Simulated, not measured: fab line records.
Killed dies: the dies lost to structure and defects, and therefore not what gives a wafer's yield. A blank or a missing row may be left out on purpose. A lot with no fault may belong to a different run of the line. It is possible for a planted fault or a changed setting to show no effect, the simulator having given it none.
Which of the tools did it? || flow berkeley_cmos170 || Sampling: 14 lots, 42 wafers, 4 of 331 route steps

== WHAT THE GAUGES SHOWED, per wafer ==
UCB170_M1_CD_MEAS_90: target cd 700 nm. Usual: 699 nm for cd_nm, sd 3.2.
{"lot": "L300", "measured": "day 8 07:44", "on": "cd_sem-02", "cd_nm (nm)": "703 705 703", "flag": ""}
{"lot": "L301", "measured": "day 9 01:49", "on": "cd_sem-01", "cd_nm (nm)": "702 701 702", "flag": ""}
{"lot": "L302", "measured": "day 9 01:56", "on": "cd_sem-02", "cd_nm (nm)": "701 699 702", "flag": ""}
{"lot": "L304", "measured": "day 9 03:12", "on": "cd_sem-01", "cd_nm (nm)": "698 703 695", "flag": ""}
{"lot": "L303", "measured": "day 9 03:43", "on": "cd_sem-02", "cd_nm (nm)": "704 702 702", "flag": ""}
{"lot": "L306", "measured": "day 10 07:08", "on": "cd_sem-02", "cd_nm (nm)": "702 695 701", "flag": ""}
{"lot": "L308", "measured": "day 10 07:50", "on": "cd_sem-02", "cd_nm (nm)": "697 705 695", "flag": ""}
{"lot": "L309", "measured": "day 10 18:51", "on": "cd_sem-02", "cd_nm (nm)": "700 700 698", "flag": ""}
{"lot": "L310", "measured": "day 10 19:04", "on": "cd_sem-01", "cd_nm (nm)": "700 704 696", "flag": ""}
{"lot": "L312", "measured": "day 11 05:57", "on": "cd_sem-01", "cd_nm (nm)": "702 701 702", "flag": ""}
{"lot": "L315", "measured": "day 12 11:08", "on": "cd_sem-01", "cd_nm (nm)": "692 696 695", "flag": ""}
{"lot": "L318", "measured": "day 12 18:56", "on": "cd_sem-02", "cd_nm (nm)": "701 698 699", "flag": ""}
{"lot": "L317", "measured": "day 12 20:50", "on": "cd_sem-01", "cd_nm (nm)": "696 700 698", "flag": ""}
{"lot": "L319", "measured": "day 13 08:11", "on": "cd_sem-02", "cd_nm (nm)": "696 698 696", "flag": ""}

UCB170_M3_BOW_MEAS_20. Usual: M3_BOW 36 um, standard deviation 7.2.
{"lot": "L300", "measured": "day 8 20:55", "on": "film_metro-01", "M3_BOW (um)": "36 34 37", "flag": ""}
{"lot": "L301", "measured": "day 9 13:53", "on": "film_metro-04", "M3_BOW (um)": "38 32 40", "flag": ""}
{"lot": "L302", "measured": "day 9 16:52", "on": "film_metro-02", "M3_BOW (um)": "23 40 46", "flag": ""}
{"lot": "L304", "measured": "day 9 22:10", "on": "film_metro-04", "M3_BOW (um)": "27 38 32", "flag": ""}
{"lot": "L303", "measured": "day 9 21:36", "on": "film_metro-04", "M3_BOW (um)": "34 38 27", "flag": ""}
{"lot": "L306", "measured": "day 10 19:22", "on": "film_metro-04", "M3_BOW (um)": "39 33 27", "flag": ""}
{"lot": "L308", "measured": "day 10 23:23", "on": "film_metro-04", "M3_BOW (um)": "41 52 39", "flag": ""}
{"lot": "L309", "measured": "day 11 06:55", "on": "film_metro-01", "M3_BOW (um)": "48 40 44", "flag": ""}
{"lot": "L310", "measured": "day 11 08:29", "on": "film_metro-04", "M3_BOW (um)": "25 39 43", "flag": ""}
{"lot": "L312", "measured": "day 11 18:33", "on": "film_metro-02", "M3_BOW (um)": "24 34 31", "flag": ""}
{"lot": "L315", "measured": "day 12 23:21", "on": "film_metro-02", "M3_BOW (um)": "31 36 34", "flag": ""}
{"lot": "L318", "measured": "day 13 07:10", "on": "film_metro-01", "M3_BOW (um)": "41 39 33", "flag": ""}
{"lot": "L317", "measured": "day 13 13:49", "on": "film_metro-01", "M3_BOW (um)": "35 38 35", "flag": ""}
{"lot": "L319", "measured": "day 14 03:25", "on": "film_metro-02", "M3_BOW (um)": "24 33 19", "flag": ""}

== EACH LOT AND THE TOOL THAT RAN IT (in order: tool; ch and the chambers of the sampled wafers; start) ==
{"lot": "L300", "UCB170_V1_STRIP_15": "plasma_asher-01 ch 0,1, day 8 12:39", "UCB170_M3_METAL_ETCH_18": "rie_metal-02 ch 1, day 8 20:22"}
{"lot": "L301", "UCB170_V1_STRIP_15": "plasma_asher-02 ch 0,1, day 9 05:18", "UCB170_M3_METAL_ETCH_18": "rie_metal-03 ch 0,1, day 9 13:27"}
{"lot": "L302", "UCB170_V1_STRIP_15": "plasma_asher-02 ch 0,1, day 9 08:06", "UCB170_M3_METAL_ETCH_18": "rie_metal-02 ch 0,1, day 9 16:28"}
{"lot": "L304", "UCB170_V1_STRIP_15": "plasma_asher-02 ch 0, day 9 10:40", "UCB170_M3_METAL_ETCH_18": "rie_metal-03 ch 0,1, day 9 21:45"}
{"lot": "L303", "UCB170_V1_STRIP_15": "plasma_asher-04 ch 0,1, day 9 10:16", "UCB170_M3_METAL_ETCH_18": "rie_metal-01 ch 0,1, day 9 21:12"}
{"lot": "L306", "UCB170_V1_STRIP_15": "plasma_asher-04 ch 0,1, day 10 10:44", "UCB170_M3_METAL_ETCH_18": "rie_metal-01 ch 0,1, day 10 18:56"}
{"lot": "L308", "UCB170_V1_STRIP_15": "plasma_asher-01 ch 0,1, day 10 12:04", "UCB170_M3_METAL_ETCH_18": "rie_metal-03 ch 0,1, day 10 22:58"}
{"lot": "L309", "UCB170_V1_STRIP_15": "plasma_asher-02 ch 0,1, day 10 22:55", "UCB170_M3_METAL_ETCH_18": "rie_metal-01 ch 0,1, day 11 06:31"}
{"lot": "L310", "UCB170_V1_STRIP_15": "plasma_asher-04 ch 0,1, day 11 00:22", "UCB170_M3_METAL_ETCH_18": "rie_metal-02 ch 1, day 11 08:05"}
{"lot": "L312", "UCB170_V1_STRIP_15": "plasma_asher-04 ch 0,1, day 11 09:26", "UCB170_M3_METAL_ETCH_18": "rie_metal-03 ch 1, day 11 17:58"}
{"lot": "L315", "UCB170_V1_STRIP_15": "plasma_asher-01 ch 0,1, day 12 14:36", "UCB170_M3_METAL_ETCH_18": "rie_metal-01 ch 0,1, day 12 22:57"}
{"lot": "L318", "UCB170_V1_STRIP_15": "plasma_asher-02 ch 0,1, day 12 22:56", "UCB170_M3_METAL_ETCH_18": "rie_metal-03 ch 0,1, day 13 06:47"}
{"lot": "L317", "UCB170_V1_STRIP_15": "plasma_asher-01 ch 0,1, day 13 04:41", "UCB170_M3_METAL_ETCH_18": "rie_metal-02 ch 0,1, day 13 13:23"}
{"lot": "L319", "UCB170_V1_STRIP_15": "plasma_asher-01 ch 0,1, day 13 13:08", "UCB170_M3_METAL_ETCH_18": "rie_metal-02 ch 0,1, day 14 02:59"}
- UCB170_V1_STRIP_15: strips in O2.
- UCB170_M3_METAL_ETCH_18: etches Al in Cl2/BCl3, stops on SiO2, target depth 1170 nm, time 195 s.

== WHAT THE TOOLS THEMSELVES READ (means of the sampled wafers that have a number; where no wafer has one, the mark that the record gives instead) ==
UCB170_V1_STRIP_15. Usual: chamber_pressure_mTorr 3499.5 mTorr, standard deviation 3; drypump_motor_current_A 6.0 A, standard deviation 0.31; o2_flow_sccm 399.9 sccm, standard deviation 1.3; oes_product_au 0.721 a.u., standard deviation 0.0047; strip_time_to_endpoint_s 15.29 s, standard deviation 0.12.
{"lot": "L300", "tool": "plasma_asher-01", "chamber_pressure_mTorr (mTorr)": 3500.3, "drypump_motor_current_A (A)": 5.9, "o2_flow_sccm (sccm)": 401.5, "oes_product_au (a.u.)": 0.721, "strip_time_to_endpoint_s (s)": 15.24, "flag": ""}
{"lot": "L301", "tool": "plasma_asher-02", "chamber_pressure_mTorr (mTorr)": 3498.1, "drypump_motor_current_A (A)": 5.9, "o2_flow_sccm (sccm)": 399.6, "oes_product_au (a.u.)": 0.721, "strip_time_to_endpoint_s (s)": 15.12, "flag": ""}
{"lot": "L302", "tool": "plasma_asher-02", "chamber_pressure_mTorr (mTorr)": 3500.3, "drypump_motor_current_A (A)": 6.0, "o2_flow_sccm (sccm)": 399.9, "oes_product_au (a.u.)": 0.723, "strip_time_to_endpoint_s (s)": 15.26, "flag": ""}
{"lot": "L304", "tool": "plasma_asher-02", "chamber_pressure_mTorr (mTorr)": 3499.3, "drypump_motor_current_A (A)": 6.2, "o2_flow_sccm (sccm)": 400.6, "oes_product_au (a.u.)": 0.719, "strip_time_to_endpoint_s (s)": 15.14, "flag": ""}
{"lot": "L303", "tool": "plasma_asher-04", "chamber_pressure_mTorr (mTorr)": 3495.5, "drypump_motor_current_A (A)": 6.1, "o2_flow_sccm (sccm)": 399.7, "oes_product_au (a.u.)": 0.720, "strip_time_to_endpoint_s (s)": 15.26, "flag": ""}
{"lot": "L306", "tool": "plasma_asher-04", "chamber_pressure_mTorr (mTorr)": 3499.1, "drypump_motor_current_A (A)": 6.2, "o2_flow_sccm (sccm)": 398.4, "oes_product_au (a.u.)": 0.721, "strip_time_to_endpoint_s (s)": 15.33, "flag": ""}
{"lot": "L308", "tool": "plasma_asher-01", "chamber_pressure_mTorr (mTorr)": 3499.2, "drypump_motor_current_A (A)": 5.9, "o2_flow_sccm (sccm)": 401.5, "oes_product_au (a.u.)": 0.721, "strip_time_to_endpoint_s (s)": 15.22, "flag": ""}
{"lot": "L309", "tool": "plasma_asher-02", "chamber_pressure_mTorr (mTorr)": 3504.0, "drypump_motor_current_A (A)": 5.9, "o2_flow_sccm (sccm)": 399.2, "oes_product_au (a.u.)": 0.726, "strip_time_to_endpoint_s (s)": 15.45, "flag": ""}
{"lot": "L310", "tool": "plasma_asher-04", "chamber_pressure_mTorr (mTorr)": 3500.4, "drypump_motor_current_A (A)": 6.2, "o2_flow_sccm (sccm)": 401.0, "oes_product_au (a.u.)": 0.721, "strip_time_to_endpoint_s (s)": 15.41, "flag": ""}
{"lot": "L312", "tool": "plasma_asher-04", "chamber_pressure_mTorr (mTorr)": 3498.9, "drypump_motor_current_A (A)": 6.1, "o2_flow_sccm (sccm)": 398.7, "oes_product_au (a.u.)": 0.724, "strip_time_to_endpoint_s (s)": 15.41, "flag": ""}
{"lot": "L315", "tool": "plasma_asher-01", "chamber_pressure_mTorr (mTorr)": 3501.2, "drypump_motor_current_A (A)": 6.1, "o2_flow_sccm (sccm)": 401.6, "oes_product_au (a.u.)": 0.720, "strip_time_to_endpoint_s (s)": 15.32, "flag": ""}
{"lot": "L318", "tool": "plasma_asher-02", "chamber_pressure_mTorr (mTorr)": 3497.9, "drypump_motor_current_A (A)": 5.9, "o2_flow_sccm (sccm)": 400.8, "oes_product_au (a.u.)": 0.723, "strip_time_to_endpoint_s (s)": 15.26, "flag": ""}
{"lot": "L317", "tool": "plasma_asher-01", "chamber_pressure_mTorr (mTorr)": 3502.3, "drypump_motor_current_A (A)": 6.1, "o2_flow_sccm (sccm)": 399.6, "oes_product_au (a.u.)": 0.719, "strip_time_to_endpoint_s (s)": 15.23, "flag": ""}
{"lot": "L319", "tool": "plasma_asher-01", "chamber_pressure_mTorr (mTorr)": 3497.0, "drypump_motor_current_A (A)": 6.1, "o2_flow_sccm (sccm)": 401.2, "oes_product_au (a.u.)": 0.719, "strip_time_to_endpoint_s (s)": 15.19, "flag": ""}

UCB170_M3_METAL_ETCH_18. Usual: bias_w 119.9 W, standard deviation 0.34; chamber_pressure_mTorr 12.000 mTorr, standard deviation 0.011; drypump_motor_current_A 5.6 A, standard deviation 0.66; oes_product_au 0.844 a.u., standard deviation 0.013; throttle_valve_pct 24.36 %, standard deviation 0.12.
{"lot": "L300", "tool": "rie_metal-02", "bias_w (W)": 120.4, "chamber_pressure_mTorr (mTorr)": 12.004, "drypump_motor_current_A (A)": 5.7, "oes_product_au (a.u.)": 0.861, "throttle_valve_pct (%)": 24.31, "flag": ""}
{"lot": "L301", "tool": "rie_metal-03", "bias_w (W)": 120.1, "chamber_pressure_mTorr (mTorr)": 11.988, "drypump_motor_current_A (A)": 6.4, "oes_product_au (a.u.)": 0.833, "throttle_valve_pct (%)": 24.42, "flag": ""}
{"lot": "L302", "tool": "rie_metal-02", "bias_w (W)": 119.9, "chamber_pressure_mTorr (mTorr)": 12.001, "drypump_motor_current_A (A)": 5.7, "oes_product_au (a.u.)": 0.851, "throttle_valve_pct (%)": 24.40, "flag": ""}
{"lot": "L304", "tool": "rie_metal-03", "bias_w (W)": 120.1, "chamber_pressure_mTorr (mTorr)": 12.000, "drypump_motor_current_A (A)": 6.3, "oes_product_au (a.u.)": 0.829, "throttle_valve_pct (%)": 24.35, "flag": ""}
{"lot": "L303", "tool": "rie_metal-01", "bias_w (W)": 120.2, "chamber_pressure_mTorr (mTorr)": 12.002, "drypump_motor_current_A (A)": 4.8, "oes_product_au (a.u.)": 0.855, "throttle_valve_pct (%)": 24.25, "flag": ""}
{"lot": "L306", "tool": "rie_metal-01", "bias_w (W)": 119.8, "chamber_pressure_mTorr (mTorr)": 12.000, "drypump_motor_current_A (A)": 4.8, "oes_product_au (a.u.)": 0.853, "throttle_valve_pct (%)": 24.26, "flag": ""}
{"lot": "L308", "tool": "rie_metal-03", "bias_w (W)": 120.2, "chamber_pressure_mTorr (mTorr)": 11.993, "drypump_motor_current_A (A)": 6.3, "oes_product_au (a.u.)": 0.826, "throttle_valve_pct (%)": 24.35, "flag": ""}
{"lot": "L309", "tool": "rie_metal-01", "bias_w (W)": 119.6, "chamber_pressure_mTorr (mTorr)": 12.008, "drypump_motor_current_A (A)": 4.8, "oes_product_au (a.u.)": 0.842, "throttle_valve_pct (%)": 24.33, "flag": ""}
{"lot": "L310", "tool": "rie_metal-02", "bias_w (W)": 119.5, "chamber_pressure_mTorr (mTorr)": 12.011, "drypump_motor_current_A (A)": 5.7, "oes_product_au (a.u.)": 0.849, "throttle_valve_pct (%)": 24.30, "flag": ""}
{"lot": "L312", "tool": "rie_metal-03", "bias_w (W)": 119.5, "chamber_pressure_mTorr (mTorr)": 11.999, "drypump_motor_current_A (A)": 6.4, "oes_product_au (a.u.)": 0.832, "throttle_valve_pct (%)": 24.48, "flag": ""}
{"lot": "L315", "tool": "rie_metal-01", "bias_w (W)": 120.1, "chamber_pressure_mTorr (mTorr)": 11.991, "drypump_motor_current_A (A)": 4.8, "oes_product_au (a.u.)": 0.844, "throttle_valve_pct (%)": 24.33, "flag": ""}
{"lot": "L318", "tool": "rie_metal-03", "bias_w (W)": 119.8, "chamber_pressure_mTorr (mTorr)": 12.008, "drypump_motor_current_A (A)": 6.3, "oes_product_au (a.u.)": 0.838, "throttle_valve_pct (%)": 24.34, "flag": ""}
{"lot": "L317", "tool": "rie_metal-02", "bias_w (W)": 120.1, "chamber_pressure_mTorr (mTorr)": 12.006, "drypump_motor_current_A (A)": 5.8, "oes_product_au (a.u.)": 0.863, "throttle_valve_pct (%)": 24.48, "flag": ""}
{"lot": "L319", "tool": "rie_metal-02", "bias_w (W)": 119.9, "chamber_pressure_mTorr (mTorr)": 12.002, "drypump_motor_current_A (A)": 5.7, "oes_product_au (a.u.)": 0.852, "throttle_valve_pct (%)": 24.39, "flag": ""}

== THE ANSWER, worked out from the rows above alone ==
Rule: a lot is off if the mean of its wafers that have a number lies more than 3 standard deviations from the usual mean. A lot without any number at a reading at which 4 lots or more have one is off too. The other lots that the step has rows for count as sound. The gauges are gone through in route order, then the tools' own readings, and for those a lot's mean is taken as printed above. The first step at which some lot is off is used, and at that step the reading that is off furthest; a lot without a number counts as furthest.
Nothing can be told from this: no lot is off at any reading shown.

== WHAT HAD BEEN PUT IN BY THE SIMULATOR ==
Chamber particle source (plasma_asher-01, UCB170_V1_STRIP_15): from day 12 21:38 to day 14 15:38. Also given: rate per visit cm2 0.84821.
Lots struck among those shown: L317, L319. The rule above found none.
